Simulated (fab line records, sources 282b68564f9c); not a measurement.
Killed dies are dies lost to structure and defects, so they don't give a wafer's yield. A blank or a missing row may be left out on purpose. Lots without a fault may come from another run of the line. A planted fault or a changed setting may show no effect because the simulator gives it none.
Which tool did it? | flow rit_cmos | 7 lots, 21 wafers sampled, at 2 steps of a route of 202

WHAT THE GAUGES READ, wafer by wafer
RIT_NSD_TW_MEAS_10.
lot  | measured    | on            | NSD_TW
L402 | day 3 19:34 | film_metro-02 | 3062 3076 3062
L405 | day 4 01:52 | film_metro-03 | 3390 3380 3370
L407 | day 4 17:43 | film_metro-02 | 3339 3344 3367
L414 | day 5 22:06 | film_metro-04 | 3120 3129 3118
L419 | day 6 23:15 | film_metro-04 | 3117 3119 3138
L421 | day 7 09:31 | film_metro-03 | 3100 3102 3107
L423 | day 7 18:39 | film_metro-04 | 3088 3086 3071

WHICH TOOL RAN EACH LOT (tool, then ch and the chambers of the sampled wafers, then the start)
lot  | RIT_NSD_IMPLANT_08
L402 | implanter-04 ch 0, day 3 19:14
L405 | implanter-03 ch 0, day 4 01:34
L407 | implanter-03 ch 0, day 4 17:24
L414 | implanter-04 ch 0, day 5 21:49
L419 | implanter-03 ch 0, day 6 22:55
L421 | implanter-03 ch 0, day 7 09:14
L423 | implanter-02 ch 0, day 7 18:20
- RIT_NSD_IMPLANT_08

THE ANSWER, worked out from the rows above alone
Rule: what is usual is taken from the lots themselves. Put in order of their means at a reading, lots are off if they are a third of the lots or fewer, leave a main group of 4 or more, and stand apart from it by a gap of 3 or more times the standard deviation of the main group's means; of several such gaps the widest counts. A main group whose means are all the same, to the digits that the tables above print for the reading, isn't used. A lot without any number at a reading at which 4 lots or more have one is off too. The other lots that the step has rows for count as sound.
Off: L405, L407, at RIT_NSD_TW_MEAS_10 (NSD_TW). The main group: mean 3100, standard deviation 23.
A tool fits if, at a process step before that reading, it ran every lot that is off, and no sound lot after the first of them. The gauges at RIT_NSD_TW_MEAS_10 are tried like those tools. None of those tried fits.

WHAT THE SIMULATOR HAD PUT IN
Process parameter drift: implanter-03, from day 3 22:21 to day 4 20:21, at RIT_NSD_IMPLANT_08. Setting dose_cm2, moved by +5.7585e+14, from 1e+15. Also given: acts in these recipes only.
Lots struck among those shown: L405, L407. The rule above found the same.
